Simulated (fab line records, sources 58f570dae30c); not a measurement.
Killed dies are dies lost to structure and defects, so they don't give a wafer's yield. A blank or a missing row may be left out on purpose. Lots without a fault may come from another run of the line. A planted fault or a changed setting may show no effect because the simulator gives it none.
One fault seen from 2 desks | flow berkeley_cmos170 | each desk has only its own numbers; what lay behind them comes last

THE METROLOGY DESK
What the gauges read, lot by lot, whatever tool the lot ran on: means of the sampled wafers that have a number. A lot is out of limits, marked OUT, if its mean lies more than 4 standard deviations from the usual mean; the brackets give that distance.
Columns: A = FIELD_OXIDE_LEFT_2_THK at UCB170_FIELD_THK_MEAS_91, usual 360 nm; B = cd_nm at UCB170_GATE_CD_MEAS_90, usual 349.5 nm
lot  | first seen here | A   | B
L110 | day 7 09:04     | 364 | 353.0
L108 | day 7 09:28     | 377 | 351.1
L107 | day 7 09:39     | 369 | 348.8
L111 | day 7 15:34     | 360 | 349.6
L115 | day 8 07:18     | 348 | 348.7
L116 | day 8 22:25     | 367 | 349.0
L117 | day 8 22:46     | 339 | 350.4
L122 | day 9 19:03     | 360 | 348.0
L125 | day 9 19:19     | 349 | 350.7
L123 | day 9 19:32     | 350 | 348.7
L124 | day 9 19:40     | 345 | 347.7
L127 | day 10 13:44    | 360 | 348.7
L126 | day 10 13:53    | 364 | 348.6
L128 | day 10 14:23    | 378 | 350.2
L129 | day 11 02:21    | 359 | 349.7
This desk's finding: nothing out of limits on any of the 15 lots.

THE TOOL OWNER'S DESK: litho_track-01
The tool's own readings at UCB170_PFIELD_DEVELOP_05 (develop time 45.61 s): means of the sampled wafers that have a number, for each lot that ran on this tool. A lot is out of limits, marked OUT, if its mean lies more than 4 standard deviations from the usual mean; the brackets give that distance.
Columns: A = chill_plate_temp_C at UCB170_PFIELD_DEVELOP_05, usual 23.00 C
lot  | first seen here | A
L110 | day 5 18:00     | 22.96
L107 | day 5 19:00     | 23.07
L111 | day 6 03:00     | 23.20
L124 | day 8 12:00     | 22.98
L129 | day 9 17:00     | 22.96
This desk's finding: nothing out of limits on any of the 5 lots.

PUT TOGETHER
The metrology desk saw nothing out of limits.
The tool owner's desk saw nothing out of limits.

WHAT THE SIMULATOR HAD PUT IN
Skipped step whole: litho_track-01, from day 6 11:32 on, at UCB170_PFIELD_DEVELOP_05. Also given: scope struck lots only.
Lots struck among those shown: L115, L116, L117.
